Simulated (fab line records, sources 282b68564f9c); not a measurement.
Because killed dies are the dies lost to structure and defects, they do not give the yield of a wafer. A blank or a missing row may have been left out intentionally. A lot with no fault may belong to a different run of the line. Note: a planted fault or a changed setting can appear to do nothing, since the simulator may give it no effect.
A lot that was struck, set against a sound lot | flow rit-cmos | 34 steps out of a route of 202
Sound: these wafers, L306.2, L306.4, L306.6. Wafers L320.2, L320.4, L320.5 were the ones struck. The cause comes at the end.
Each step with rows lists, per side, the tool, then ch with its chambers, then its first start. Under that, the readings that differ: sound wafers | struck wafers | difference of the means | sigmas: that difference in standard deviations of wafers without a fault.
alike: same words and numbers on both sides, and readings whose means sit less than 2 such deviations apart. not compared: any withheld reading, any reading some wafer has no value for, any bound like >300 that may hide the same value, and any number with overlapping values for which the record gives no deviation.
The two part at a step that has a row with sigmas, a row that says differs or no value, or rows on one side only. Numbers that don't overlap but have no deviation are shown without sigmas and don't part them. A reading missing from all wafers of one side parts the sides only when that side holds two or more wafers.

first, 2 steps without rows for these wafers: RIT_SPACER_CLEAN_02 (cleans in SC2, time 600 s); RIT_SPACER_CVD_03 (deposits Si3N4 from SiH2Cl2/NH3, target thk 250 nm, time 3347 s).
RIT_SPACER_THK_MEAS_04:
  struck on film-metro-03, day 7 03:59; sound on film-metro-03, day 3 16:34
  alike: SPACER_NITRIDE_THK
RIT_SPACER_ETCHBACK_05: etches Si3N4 in SF6/CHF3, stops on SiO2, target depth 250 nm, time 240 s.
  sound on rie-diel-03 ch 0,1,3, day 3 16:37; struck on rie-diel-03 ch 1,2,3, day 7 04:02
  alike: chamber-pressure-mTorr, drypump-motor-current-A, oes-product-au, throttle-valve-pct
  not compared: rf-hours-counter-h
then, 6 steps without rows for these wafers: RIT_NSD_HMDS_00 (prime time 60 s); RIT_NSD_COAT_01 (resist thk 1000 nm); RIT_NSD_SOFTBAKE_02 (time 60 s); RIT_NSD_EXPOSE_03 (exposes mask M9, target cd 40700 nm); RIT_NSD_PEB_04; RIT_NSD_DEVELOP_05 (develop time 50 s).
RIT_NSD_OVL_MEAS_06:
  struck on overlay-02, day 7 05:27; sound on overlay-02, day 3 17:38
  alike: NSD_OVL
then, 1 step without rows for these wafers: RIT_NSD_HARDBAKE_07 (time 60 s).
RIT_NSD_IMPLANT_08:
  sound on implanter-01 ch 0, day 3 17:50; struck on implanter-04 ch 0, day 7 05:46
  reading                   | sound             | struck            | difference | sigmas
  implant-ion-amu           | 31 31 31          | 75 75 75          | +44        |
  model.implant.rp-nm (nm)  | 33.01 33.01 33.01 | 18.57 18.57 18.57 | -14.44     |
  model.implant.drp-nm (nm) | 14.84 14.84 14.84 | 8.431 8.431 8.431 | -6.409     |
  alike: beam-energy-keV, dose-ions-cm2, faraday-current-uA
RIT_NSD_STRIP_09: strips in O2, time 180 s.
  sound on plasma-asher-03 ch 0,1, day 3 17:58; struck on plasma-asher-01 ch 0,1, day 7 05:53
  alike: chamber-pressure-mTorr, drypump-motor-current-A, rf-refl-power-W
  not compared: rf-hours-counter-h
RIT_NSD_TW_MEAS_10:
  struck on film-metro-04, day 7 06:05; sound on film-metro-02, day 3 18:08
  reading | sound          | struck         | difference | sigmas
  NSD_TW  | 3124 3128 3107 | 3166 3170 3168 | +48        | +2
then, 6 steps without rows for these wafers: RIT_PSD_HMDS_00 (prime time 60 s); RIT_PSD_COAT_01 (resist thk 1000 nm); RIT_PSD_SOFTBAKE_02 (time 60 s); RIT_PSD_EXPOSE_03 (exposes mask M10, target cd 40900 nm); RIT_PSD_PEB_04; RIT_PSD_DEVELOP_05 (develop time 50 s).
RIT_PSD_OVL_MEAS_06:
  struck on overlay-01, day 7 07:07; sound on overlay-02, day 3 19:10
  alike: PSD_OVL
then, 2 steps without rows for these wafers: RIT_PSD_HARDBAKE_07 (time 60 s); RIT_PSD_IMPLANT_08.
RIT_PSD_STRIP_09: strips in O2, time 180 s.
  sound on plasma-asher-02 ch 0,1, day 3 19:32; struck on plasma-asher-04 ch 0,1, day 7 07:26
  alike: chamber-pressure-mTorr, drypump-motor-current-A, rf-refl-power-W
  not compared: rf-hours-counter-h
RIT_PSD_TW_MEAS_10:
  struck on film-metro-04, day 7 07:38; sound on film-metro-01, day 3 19:43
  alike: PSD_TW
then, 3 steps without rows for these wafers: RIT_SDANNEAL_CLEAN_00 (cleans in SC1, time 600 s); RIT_SDANNEAL_CLEAN_01 (cleans in dHF, time 30 s); RIT_SDANNEAL_CLEAN_02 (cleans in SC2, time 600 s).
RIT_SDANNEAL_RTA_03: time 5 s.
  sound on rtp-anneal-01 ch 0, day 3 20:11; struck on rtp-anneal-01 ch 0, day 7 08:03
  alike: wafer_temp_C_max
RIT_SDANNEAL_RS_MEAS_04: uses a four-point probe to measure.
  struck on film-metro-02, day 7 08:07; sound on film-metro-04, day 3 20:15
  alike: PSD_RS
RIT_SDANNEAL_RS_MEAS_05: uses a four-point probe to measure.
  struck on film-metro-02, day 7 08:14; sound on film-metro-04, day 3 20:22
  reading         | sound             | struck               | difference | sigmas
  NSD_RS (ohm/sq) | 84.92 84.64 85.08 | 126.93 126.43 126.56 | +41.76     | +99 or more
RIT_SDANNEAL_RS_MEAS_06: uses a four-point probe to measure.
  struck on film-metro-02, day 7 08:22; sound on film-metro-04, day 3 20:29
  alike: PLDD_RS
RIT_M1_PROBE_99:
  struck on prober-01, day 7 15:29; sound on prober-01, day 4 03:40
  alike: killed-at-front-end, killed-dies, killed-open, killed-short

WHERE THEY PART
First at RIT_NSD_TW_MEAS_10; last, within this record, at RIT_SDANNEAL_RS_MEAS_05. Later steps at which nothing parts them and some readings are alike: RIT_SDANNEAL_RS_MEAS_06, RIT_M1_PROBE_99.

WHY: what had been put in by the simulator
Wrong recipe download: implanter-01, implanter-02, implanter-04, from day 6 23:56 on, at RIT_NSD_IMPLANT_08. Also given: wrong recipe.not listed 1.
